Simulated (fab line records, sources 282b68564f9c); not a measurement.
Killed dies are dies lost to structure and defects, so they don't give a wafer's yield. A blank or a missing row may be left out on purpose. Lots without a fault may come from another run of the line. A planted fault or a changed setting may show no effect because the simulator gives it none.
Which tool did it? | flow rit_cmos | 14 lots, 41 wafers sampled, at 5 steps of a route of 202

WHAT THE GAUGES READ, wafer by wafer
The record holds no reading of a measuring or inspecting step that can be judged against a usual standard deviation.

WHICH TOOL RAN EACH LOT (tool, then ch and the chambers of the sampled wafers, then the start)
lot  | RIT_NRETRO_STRIP_09                 | RIT_GATE_STRIP_20                   | RIT_SDANNEAL_RTA_03             | RIT_M1_SOFTBAKE_05               | RIT_M1_PROBE_99
L881 | plasma_asher-01 ch 0,1, day 2 16:13 | plasma_asher-04 ch 0,1, day 3 00:10 | rtp_anneal-02 ch 0, day 3 14:37 | litho_track-04 ch 0, day 3 18:52 | prober-01, day 3 22:26
L882 | plasma_asher-02 ch 0,1, day 2 16:48 | plasma_asher-03 ch 0,1, day 3 01:00 | rtp_anneal-01 ch 0, day 3 18:09 | litho_track-01 ch 0, day 3 22:16 | prober-02, day 4 01:41
L883 | plasma_asher-02 ch 0,1, day 3 00:46 | plasma_asher-03 ch 0, day 3 10:35   | rtp_anneal-02 ch 0, day 4 00:47 | litho_track-04 ch 0, day 4 04:55 | prober-01, day 4 08:15
L885 | plasma_asher-01 ch 1, day 3 07:01   | plasma_asher-03 ch 0,1, day 3 17:44 | rtp_anneal-02 ch 0, day 4 08:10 | litho_track-04 ch 0, day 4 12:28 | prober-01, day 4 16:02
L886 | plasma_asher-01 ch 0, day 3 12:53   | plasma_asher-03 ch 0,1, day 3 20:29 | rtp_anneal-01 ch 0, day 4 10:29 | litho_track-04 ch 0, day 4 14:32 | prober-02, day 4 17:55
L887 | plasma_asher-02 ch 0,1, day 3 19:56 | plasma_asher-03 ch 0,1, day 4 06:19 | rtp_anneal-02 ch 0, day 4 19:17 | litho_track-04 ch 0, day 4 23:47 | prober-01, day 5 03:18
L892 | plasma_asher-01 ch 0,1, day 4 19:27 | plasma_asher-03 ch 0,1, day 5 02:22 | rtp_anneal-01 ch 0, day 5 15:39 | litho_track-02 ch 0, day 5 19:47 | prober-02, day 5 23:41
L894 | plasma_asher-04 ch 0,1, day 5 06:36 | plasma_asher-02 ch 0, day 5 14:18   | rtp_anneal-01 ch 0, day 6 06:02 | litho_track-01 ch 0, day 6 10:08 | prober-02, day 6 13:25
L896 | plasma_asher-02 ch 0,1, day 5 15:04 | plasma_asher-03 ch 0,1, day 6 05:05 | rtp_anneal-01 ch 0, day 6 17:06 | litho_track-02 ch 0, day 6 21:22 | prober-02, day 7 00:50
L897 | plasma_asher-01 ch 0,1, day 5 22:51 | plasma_asher-02 ch 0,1, day 6 06:50 | rtp_anneal-02 ch 0, day 6 20:14 | litho_track-02 ch 0, day 7 00:29 | prober-01, day 7 03:55
L898 | plasma_asher-02 ch 0,1, day 6 04:55 | plasma_asher-04 ch 0,1, day 6 14:17 | rtp_anneal-01 ch 0, day 7 03:13 | litho_track-04 ch 0, day 7 07:25 | prober-02, day 7 10:47
L899 | plasma_asher-01 ch 0,1, day 6 13:37 | plasma_asher-03 ch 0,1, day 7 03:50 | rtp_anneal-02 ch 0, day 7 19:43 | litho_track-04 ch 0, day 7 23:49 | prober-01, day 8 03:25
L901 | plasma_asher-01 ch 0,1, day 6 20:05 | plasma_asher-03 ch 0,1, day 7 08:09 | rtp_anneal-02 ch 0, day 8 01:56 | litho_track-04 ch 0, day 8 06:09 | prober-01, day 8 10:49
L903 | plasma_asher-04 ch 0,1, day 7 03:42 | plasma_asher-03 ch 0,1, day 7 20:03 | rtp_anneal-02 ch 0, day 8 11:59 | litho_track-04 ch 0, day 8 16:04 | prober-01, day 8 19:18
- RIT_NRETRO_STRIP_09: strips in O2, time 180 s.
- RIT_GATE_STRIP_20: strips in O2, time 180 s.
- RIT_SDANNEAL_RTA_03: time 5 s.
- RIT_M1_SOFTBAKE_05: time 60 s.
- RIT_M1_PROBE_99

WHAT THE TOOLS THEMSELVES READ (means of the sampled wafers that have a number; where no wafer has one, the mark that the record gives instead)
RIT_NRETRO_STRIP_09. Usual: drypump_motor_current_A 5.6 A, standard deviation 0.59.
lot  | tool            | drypump_motor_current_A (A) | flag
L881 | plasma_asher-01 | 5.1                         |
L882 | plasma_asher-02 | 5.6                         |
L883 | plasma_asher-02 | 6.0                         |
L885 | plasma_asher-01 | 5.2                         |
L886 | plasma_asher-01 | 5.1                         |
L887 | plasma_asher-02 | 5.6                         |
L892 | plasma_asher-01 | 5.1                         |
L894 | plasma_asher-04 | 6.0                         |
L896 | plasma_asher-02 | 5.8                         |
L897 | plasma_asher-01 | 5.1                         |
L898 | plasma_asher-02 | 6.0                         |
L899 | plasma_asher-01 | 5.2                         |
L901 | plasma_asher-01 | 5.1                         |
L903 | plasma_asher-04 | 6.2                         |

RIT_GATE_STRIP_20. Usual: drypump_motor_current_A 5.9 A, standard deviation 0.4.
lot  | tool            | drypump_motor_current_A (A) | flag
L881 | plasma_asher-04 | 6.2                         |
L882 | plasma_asher-03 | 5.8                         |
L883 | plasma_asher-03 | 6.1                         |
L885 | plasma_asher-03 | 5.9                         |
L886 | plasma_asher-03 | 6.0                         |
L887 | plasma_asher-03 | 6.0                         |
L892 | plasma_asher-03 | 5.9                         |
L894 | plasma_asher-02 | 6.4                         |
L896 | plasma_asher-03 | 5.8                         |
L897 | plasma_asher-02 | 5.6                         |
L898 | plasma_asher-04 | 6.2                         |
L899 | plasma_asher-03 | 6.0                         |
L901 | plasma_asher-03 | 5.8                         |
L903 | plasma_asher-03 | 5.9                         |

RIT_SDANNEAL_RTA_03. Usual: ramp_down_c_per_s 171.00, standard deviation 0.028; wafer_temp_C_max 1053.4, standard deviation 1.1.
lot  | tool          | ramp_down_c_per_s | wafer_temp_C_max | flag
L881 | rtp_anneal-02 | 171.00            | 1054.1           |
L882 | rtp_anneal-01 | 171.01            | 1052.9           |
L883 | rtp_anneal-02 | 171.01            | 1053.3           |
L885 | rtp_anneal-02 | 170.97            | 1054.1           |
L886 | rtp_anneal-01 | 171.00            | 1053.2           |
L887 | rtp_anneal-02 | 171.00            | 1051.9           |
L892 | rtp_anneal-01 | 171.01            | 1052.7           |
L894 | rtp_anneal-01 | 171.00            | 1053.6           |
L896 | rtp_anneal-01 | 171.00            | 1053.1           |
L897 | rtp_anneal-02 | 170.99            | 1053.3           |
L898 | rtp_anneal-01 | 171.00            | 1052.7           |
L899 | rtp_anneal-02 | 171.00            | 1053.9           |
L901 | rtp_anneal-02 | 171.01            | 1052.7           |
L903 | rtp_anneal-02 | 171.00            | 1054.8           |

RIT_M1_SOFTBAKE_05. Usual: heater_power_total_W 34.93 W, standard deviation 0.06; run_length_s 89.29 s, standard deviation 0.12.
lot  | tool           | heater_power_total_W (W) | run_length_s (s) | flag
L881 | litho_track-04 | 34.92                    | 89.38            |
L882 | litho_track-01 | 34.94                    | 89.18            |
L883 | litho_track-04 | 34.91                    | 89.34            |
L885 | litho_track-04 | 34.85                    | 89.29            |
L886 | litho_track-04 | 34.89                    | 89.37            |
L887 | litho_track-04 | 34.94                    | 89.37            |
L892 | litho_track-02 | 34.96                    | 89.25            |
L894 | litho_track-01 | 34.90                    | 89.15            |
L896 | litho_track-02 | 35.31                    | 87.42            | OFF
L897 | litho_track-02 | 35.33                    | 87.30            | OFF
L898 | litho_track-04 | 34.93                    | 89.31            |
L899 | litho_track-04 | 34.91                    | 89.37            |
L901 | litho_track-04 | 34.97                    | 89.27            |
L903 | litho_track-04 | 34.97                    | 89.33            |

RIT_M1_PROBE_99. Usual: defect_limited_yield 97.3 %, standard deviation 1.1; killed_at_M0_to_M3 0.0, standard deviation 0.23; killed_at_contacts 0.1, standard deviation 0.23; killed_at_front_end 7, standard deviation 3; killed_dies 7, standard deviation 3; killed_open 3.3, standard deviation 2.1; killed_short 3.7, standard deviation 1.9.
lot  | tool      | defect_limited_yield (%) | killed_at_M0_to_M3 | killed_at_contacts | killed_at_front_end | killed_dies | killed_open | killed_short | flag
L881 | prober-01 | 97.5                     | 0.0                | 0.0                | 7                   | 7           | 4.0         | 2.7          |
L882 | prober-02 | 96.3                     | 0.0                | 0.0                | 10                  | 10          | 4.0         | 5.7          |
L883 | prober-01 | 98.1                     | 0.0                | 0.7                | 4                   | 5           | 2.3         | 2.0          |
L885 | prober-01 | 98.2                     | 0.0                | 0.3                | 4                   | 5           | 1.3         | 3.3          |
L886 | prober-02 | 98.0                     | 0.0                | 0.0                | 5                   | 5           | 3.7         | 1.7          |
L887 | prober-01 | 97.1                     | 0.0                | 0.0                | 8                   | 8           | 4.3         | 3.3          |
L892 | prober-02 | 97.5                     | 0.3                | 0.0                | 6                   | 7           | 2.3         | 4.3          |
L894 | prober-02 | 98.1                     | 0.0                | 0.0                | 5                   | 5           | 2.0         | 3.0          |
L896 | prober-02 | 98.7                     | 0.0                | 0.0                | 4                   | 4           | 3.0         | 0.5          |
L897 | prober-01 | 96.5                     | 0.0                | 0.0                | 9                   | 9           | 5.3         | 4.0          |
L898 | prober-02 | 97.7                     | 0.0                | 0.0                | 6                   | 6           | 3.0         | 3.0          |
L899 | prober-01 | 96.0                     | 0.0                | 0.0                | 11                  | 11          | 5.3         | 5.3          |
L901 | prober-01 | 95.9                     | 0.0                | 0.3                | 10                  | 11          | 5.3         | 5.3          |
L903 | prober-01 | 97.8                     | 0.0                | 0.0                | 6                   | 6           | 1.7         | 4.0          |

THE ANSWER, worked out from the rows above alone
Rule: a lot is off if the mean of its wafers that have a number lies more than 3 standard deviations from the usual mean. A lot without any number at a reading at which 4 lots or more have one is off too. The other lots that the step has rows for count as sound. The gauges are gone through in route order, then the tools' own readings, and for those a lot's mean is taken as printed above. The first step at which some lot is off is used, and at that step the reading that is off furthest; a lot without a number counts as furthest.
Off: L896, L897, at RIT_M1_SOFTBAKE_05 (run_length_s).
A tool fits if, at that step or a process step before it, it ran every lot that is off, and no sound lot after the first of them. One fits: litho_track-02 at RIT_M1_SOFTBAKE_05. Its last sound lot is L892 (day 5 19:47), its first lot that is off L896 (day 6 21:22): a fault that began between those two fits.
The tool's own readings at RIT_M1_SOFTBAKE_05 bear it out: on the lots that are off they differ by more than 5 times the standard deviation of the sound lots' means. heater_power_total_W reads 35.32 W there against 34.92 W on the sound lots; run_length_s reads 87.36 s there against 89.30 s on the sound lots.

WHAT THE SIMULATOR HAD PUT IN
Process parameter drift: litho_track-02, from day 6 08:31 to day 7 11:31, at RIT_M1_SOFTBAKE_05. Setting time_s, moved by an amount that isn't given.
Lots struck among those shown: L896, L897. The rule above found the same.
